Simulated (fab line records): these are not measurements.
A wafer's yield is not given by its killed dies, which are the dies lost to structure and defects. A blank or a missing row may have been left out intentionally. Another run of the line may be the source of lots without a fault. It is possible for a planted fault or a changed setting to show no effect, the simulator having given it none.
Which tool is to blame? | flow ritCmos | 15 lots, 45 wafers sampled, at 3 steps of a route of 202

WHAT THE GAUGES SHOWED, per wafer
RIT_GATE_OVL_MEAS_17.
lot  | measured    | on         | GATE_OVL (nm)
L947 | day 2 14:41 | overlay-02 | 0.7 1.1 0.2
L949 | day 3 03:14 | overlay-01 | 1.1 0.8 -0.7
L950 | day 3 11:59 | overlay-02 | 1.2 0.4 0.5
L951 | day 3 15:16 | overlay-01 | -1.6 -0.6 -1.2
L953 | day 4 00:46 | overlay-01 | 0.5 0.8 0.6
L955 | day 4 11:52 | overlay-02 | -0.8 -0.1 -0.9
L956 | day 4 13:47 | overlay-02 | -0.1 -0.7 -0.5
L961 | day 5 18:01 | overlay-01 | 0.7 1.8 0.4
L962 | day 5 19:59 | overlay-01 | -0.3 -1.6 -1.5
L968 | day 7 01:37 | overlay-02 | 0.1 -1.5 -1.7
L969 | day 7 07:22 | overlay-01 | 0.8 0.1 0.4
L970 | day 7 10:03 | overlay-02 | -0.7 1.0 0.7

RIT_NLDD_OVL_MEAS_06.
lot  | measured    | on         | NLDD_OVL (nm)
L947 | day 2 20:31 | overlay-01 | 0.1 -0.1 2.4
L949 | day 3 09:53 | overlay-01 | 0.3 2.1 1.2
L950 | day 3 16:30 | overlay-02 | -1.9 -1.0 -1.4
L951 | day 3 20:19 | overlay-01 | -1.4 -2.5 -2.1
L953 | day 4 05:14 | overlay-01 | -2.7 0.5 -2.9
L955 | day 4 18:32 | overlay-02 | 1.2 0.3 1.1
L956 | day 4 18:39 | overlay-01 | -1.4 -0.3 -2.2
L961 | day 5 22:26 | overlay-01 | 0.8 1.8 0.6
L962 | day 6 01:06 | overlay-02 | 1.1 -0.2 0.0
L968 | day 7 07:32 | overlay-02 | 0.6 -0.7 -0.3
L969 | day 7 11:57 | overlay-01 | -1.5 -1.8 -1.7
L970 | day 7 15:01 | overlay-01 | -1.0 0.2 -1.1

EACH LOT AND THE TOOL THAT RAN IT (in order: tool; ch and the chambers of the sampled wafers; start)
lot  | RIT_FOX2_OXIDATION_00
L947 | furnace-01 ch 0, day 1 18:02
L949 | furnace-03 ch 0, day 2 04:59
L950 | furnace-04 ch 0, day 2 10:25
L951 | furnace-04 ch 0, day 2 19:36
L953 | furnace-03 ch 0, day 3 03:38
L955 | furnace-03 ch 0, day 3 11:40
L956 | furnace-03 ch 0, day 3 17:06
L958 | furnace-01, day 4 02:23
L959 | furnace-04, day 4 07:19
L960 | furnace-04, day 4 11:49
L961 | furnace-04 ch 0, day 4 19:48
L962 | furnace-01 ch 0, day 5 00:16
L968 | furnace-03 ch 0, day 6 04:07
L969 | furnace-04 ch 0, day 6 09:15
L970 | furnace-01 ch 0, day 6 15:08
- RIT_FOX2_OXIDATION_00: target thk 350.7 nm, ox time 1130 s.

AS READ BY THE TOOLS THEMSELVES (means over the sampled wafers that have a number; for cases with no such wafer, the mark the record gives instead)
RIT_FOX2_OXIDATION_00.
lot  | tool       | oxTempC (C) | oxTempCMax | zonePowerLoadPct (%)
L947 | furnace-01 | 1100.1      | 1103.2     | 47
L949 | furnace-03 | 1099.6      | 1103.1     | 41
L950 | furnace-04 | 1100.2      | 1104.1     | 52
L951 | furnace-04 | 1099.4      | 1102.6     | 51
L953 | furnace-03 | 1100.4      | 1103.8     | 41
L955 | furnace-03 | 1100.1      | 1103.9     | 40
L956 | furnace-03 | 1100.0      | 1103.8     | 41
L958 | furnace-01 | -           | -          | -
L959 | furnace-04 | -           | -          | -
L960 | furnace-04 | -           | -          | -
L961 | furnace-04 | 1100.1      | 1104.1     | 52
L962 | furnace-01 | 1100.1      | 1102.9     | 46
L968 | furnace-03 | 1100.5      | 1103.7     | 41
L969 | furnace-04 | 1099.7      | 1103.0     | 52
L970 | furnace-01 | 1100.4      | 1103.4     | 46

THE ANSWER, worked out from the rows above alone
Rule: usual is defined by the lots themselves. The widest of any qualifying gaps counts: lots, ordered by their means at a reading, are off when they make up no more than a third of the lots, leave a main group of 4 or more, and stand apart from it by 3 or more times the standard deviation of that group's means. The tables above print the reading to a certain number of digits; a main group whose means all agree to those digits is not used. A lot without any number at a reading at which 4 lots or more have one is off too. The other lots that the step has rows for count as sound. After the gauges, taken in route order, come the tools' own readings; for these a lot's mean is taken, as printed above. At the first step where some lot is off, the reading lying furthest off is the one used; lots without a number count as furthest.
Off at RIT_FOX2_OXIDATION_00 (oxTempC): L958, L959, L960. Without a number there: L958, L959, L960. Main group: mean 1100.0 C, sd 0.32.
If a tool, at that step or one of the process steps before it, ran each lot that is off and ran no sound lot following the first of them, it fits. No candidate that was tried fits.

WHAT THE SIMULATOR HAD INSERTED
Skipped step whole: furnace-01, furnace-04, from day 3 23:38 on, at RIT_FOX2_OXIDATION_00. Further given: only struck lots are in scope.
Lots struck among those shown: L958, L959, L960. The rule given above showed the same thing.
